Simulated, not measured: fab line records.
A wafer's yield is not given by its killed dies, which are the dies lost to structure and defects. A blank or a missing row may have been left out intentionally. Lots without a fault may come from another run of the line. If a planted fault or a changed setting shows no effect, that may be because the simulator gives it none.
8D (eight disciplines) problem report, filled in by code / flow berkeley cmos170 / the parts of the form that need people (team, actions taken, sign-off) are left out

## 1. WHAT IS WRONG
strip time to endpoint s at UCB170_BACKSIDE_STRIP_03 reads a mean of 23.09 s on 6 wafers of 2 lots; wafers without a fault read 21.97 s with a standard deviation of 0.066. That is +17 standard deviations from the usual mean.
The step: strips in O2.
First observed at day 8 18:56: wafer L715.3, on plasma asher-02. Wafers with a number at this step in the record: 36, from 12 lots. Rule for "out" (also "out of limits"): further than 4 standard deviations from the usual mean. All remaining wafers that have a number are taken as sound.

## 2. WHAT THIS IS AND IS NOT
question=which readings at this step | is=strip time to endpoint s, oes product au | is not=drypump motor current A, o2 flow sccm
question=which lots | is=L715, L717 | is not=L703, L704, L705, L706, L707, L708, L720, L722, L723, L725
question=which wafers of those lots | is=all that have a number | is not=-
question=read on which tools | is=plasma asher-02 | is not=plasma asher-01, plasma asher-03
question=when | is=from day 8 18:56 | is not=up to then (18 sound wafers); but 12 sound wafers of L720, L722, L723, L725 came after

## 3. SUSPECTS, AND WHAT RULES EACH OUT
Counting: any tool at a process step up to the reading is kept as a suspect provided that every lot that is out went through it and no sound lot did after the first of them.
- plasma asher-02 at UCB170_PLDD_STRIP_10 (strips in O2): ruled out as a lasting fault. Sound lots L723, L725 ran on it after its first lot that is out, L715 (day 8 02:32).
- plasma asher-04 at UCB170_NLDD_STRIP_10 (strips in O2): ruled out as a lasting fault. Sound lots L723 ran on it after its first lot that is out, L715 (day 8 05:05).
- plasma asher-02 at UCB170_BACKSIDE_STRIP_03 (strips in O2): kept. It ran every lot that is out, first L715 (day 8 18:56), and no sound lot after that; its last sound lot up to then is L704 (day 6 18:16). Its own readings are out on those wafers: oes product au, strip time to endpoint s.
Remaining after the count: plasma asher-02 at UCB170_BACKSIDE_STRIP_03.

## 4. THE CAUSE (what the simulator had put in)
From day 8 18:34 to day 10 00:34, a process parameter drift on plasma asher-02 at UCB170_BACKSIDE_STRIP_03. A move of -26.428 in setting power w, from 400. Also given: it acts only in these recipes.
Counting left only this tool.

## 5. THE CHAIN OF EFFECTS, in route order
Each row: a reading where the mean over the struck wafers with a number is more than 3 standard deviations away from the usual. Scope: only readings with a usual standard deviation given in the record; hours: median across lots of the time from each lot's start at the first step in this table that gives one to its start at this step; sigmas: change in usual standard deviations.
hours=0; step=UCB170_BACKSIDE_STRIP_03; reading=oes product au; usual=0.735 a.u.; on struck wafers=0.710; change=-0.025; sigmas=-5.1
hours=0; step=UCB170_BACKSIDE_STRIP_03; reading=strip time to endpoint s; usual=21.97 s; on struck wafers=23.09; change=+1.12; sigmas=+17
Here are the process steps it includes:
- UCB170_BACKSIDE_STRIP_03: strips in O2.

## 6. HOW IT WOULD HAVE BEEN CAUGHT EARLIER
The fault began at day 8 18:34; the first out-of-limits reading in this record came at day 8 18:56, 0 hours later.
